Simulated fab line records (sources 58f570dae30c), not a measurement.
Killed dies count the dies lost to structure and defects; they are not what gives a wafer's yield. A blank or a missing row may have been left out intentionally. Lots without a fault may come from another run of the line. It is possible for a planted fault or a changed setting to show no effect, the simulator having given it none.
Split-lot trial -- flow berkeley_cmos170 -- 23 wafers read from 5 lots, route of 331 steps

## THE SPLIT ITSELF
At UCB170_NSD_PEB_04, the setting peb_temp_c was moved away from the recipe's 130 C on 6 of the 23 wafers read, by -2.5% to +1.3%. All remaining wafers had this setting at the recipe value.

## BETWEEN THE SPLIT AND THE READING: the file shows 1 step in between
- UCB170_NSD_DEVELOP_05: develop time 45 s

## THE READING
cd_nm (nm) at UCB170_NSD_CD_MEAS_06, where the cd target is 1200 nm. A value of 1201.1 nm with a standard deviation of 1.7 nm is what fault-free wafers of this fab line usually give.

wafer,"tool, chamber at the split","peb_temp_c as run, C",against the recipe,"cd_nm, nm",against lot-mates on the recipe
L077.1,"litho_track-02, 0",131.4,+1.1%,1211.3,+10.4
L077.2,"litho_track-02, 0",130,recipe,1200.5,-
L077.3,"litho_track-02, 0",131.4,+1.1%,1209.9,+9.0
L077.4,"litho_track-02, 0",130,recipe,1200.7,-
L077.5,"litho_track-02, 0",130,recipe,1201.6,-
L074.1,"litho_track-02, 0",126.8,-2.5%,1176.1,-23.8
L074.2,"litho_track-02, 0",130,recipe,1200.7,-
L074.3,"litho_track-02, 0",130,recipe,1199.1,-
L074.4,"litho_track-02, 0",126.8,-2.5%,1174.4,-25.5
L074.5,"litho_track-02, 0",130,recipe,1199.8,-
L079.2,"litho_track-04, 0",130,recipe,1200.7,-
L079.4,"litho_track-04, 0",130,recipe,1202.9,-
L079.5,"litho_track-04, 0",130,recipe,1203.3,-
L078.2,"litho_track-04, 0",130,recipe,1202.4,-
L078.3,"litho_track-04, 0",130,recipe,1205.0,-
L078.4,"litho_track-04, 0",130,recipe,1204.0,-
L078.5,"litho_track-04, 0",130,recipe,1203.9,-
L078.6,"litho_track-04, 0",130,recipe,1202.7,-
L083.1,"litho_track-04, 0",131.7,+1.3%,1210.7,+9.1
L083.2,"litho_track-04, 0",130,recipe,1202.7,-
L083.3,"litho_track-04, 0",130,recipe,1201.8,-
L083.4,"litho_track-04, 0",131.7,+1.3%,1211.6,+10.0
L083.6,"litho_track-04, 0",130,recipe,1200.4,-

FIT RESULTS
A straight line over all 23 wafers: cd_nm changes by +9.74 nm for each +1% of peb_temp_c; r = +0.98; the points scatter about the line by 2 nm.
The same after taking each lot's own level away (the mean of its wafers on the recipe; 23 wafers): +9.34 nm for each +1%; r = +0.99; scatter 1.2 nm.
The reading moves by 23 nm for the largest change in peb_temp_c, on that fit.
From 1199.87 to 1203.60 nm: that is the span of the lots' own levels, equal to 2.2 times the standard deviation above.
The two slopes agree, so the slope changes little with the lot-to-lot level.
Check: for one of the wafers moved furthest among these (-2.5%), held out of the fit, the line's prediction against its lot-mates is -23.2 nm. It came out at -23.8 nm against them.

## FILE'S OWN FIT
cd_nm changes by +9.36 nm for each +1% of peb_temp_c, r = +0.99.
